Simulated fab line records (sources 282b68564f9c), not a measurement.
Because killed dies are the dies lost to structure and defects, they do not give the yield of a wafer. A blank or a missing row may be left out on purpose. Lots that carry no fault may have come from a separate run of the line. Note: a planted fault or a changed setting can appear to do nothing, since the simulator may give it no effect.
One fault through the eyes of 2 desks    flow rit cmos    numbers are kept per desk, each desk with only its own; the story behind them comes last

FROM THE METROLOGY DESK
Means of the sampled wafers that have a number, per lot and without regard to the tool the lot ran on: this is what the gauges read. Marked OUT: a lot whose mean sits more than 4 standard deviations from the usual mean, which makes it out of limits; the brackets give that distance.
Columns: A = CONTACT_TEOS_THK at RIT_CONTACT_THK_MEAS_01, usual 398 nm
lot   first seen here  A
L524  day 3 02:41      393
L525  day 3 06:40      398
L526  day 3 13:33      397
L527  day 3 19:50      399
L528  day 3 23:05      396
L529  day 4 02:49      396
L530  day 4 07:41      399
L531  day 4 14:11      399
L534  day 5 05:02      389
L539  day 6 08:10      467 (+12) OUT
L543  day 7 03:14      403
L546  day 7 16:59      398
L547  day 7 22:31      397
This desk reports L539 out of limits; the earliest was L539 at day 6 08:10 (CONTACT_TEOS_THK at RIT_CONTACT_THK_MEAS_01). L524, L525, L526, L527, L528, L529, L530, L531, L534, L543, L546, L547 stayed within limits.

AT THE TOOL OWNER'S DESK: pecvd-01
The tool's own readings at RIT_CONTACT_CVD_00 (deposits SiO2 from TEOS, target thk 400 nm, time 61 s): means of the sampled wafers that have a number, for each lot that ran on this tool. Marked OUT: a lot whose mean sits more than 4 standard deviations from the usual mean, which makes it out of limits; the brackets give that distance.
Columns: A = heater power w at RIT_CONTACT_CVD_00, usual 292 W
lot   first seen here  A
L524  day 3 02:38      264
L527  day 3 19:45      207
L530  day 4 07:38      265
L539  day 6 08:07      294
Result from this desk: across the 4 lots, nothing is out of limits.

TAKEN TOGETHER
At day 6 08:10 the metrology desk could have sounded an alarm, on L539.
The tool owner's desk saw nothing out of limits.
The tool owner's desk has L539 on record, within its limits.
Every lot named ran RIT_CONTACT_CVD_00 on pecvd-01.

WHAT THE SIMULATOR PUT IN
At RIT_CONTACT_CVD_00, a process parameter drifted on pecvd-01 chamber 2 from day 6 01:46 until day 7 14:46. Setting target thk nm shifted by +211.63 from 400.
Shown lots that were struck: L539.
Delay in hours, fault start to first out-of-limits reading, per desk: metrology desk 6.
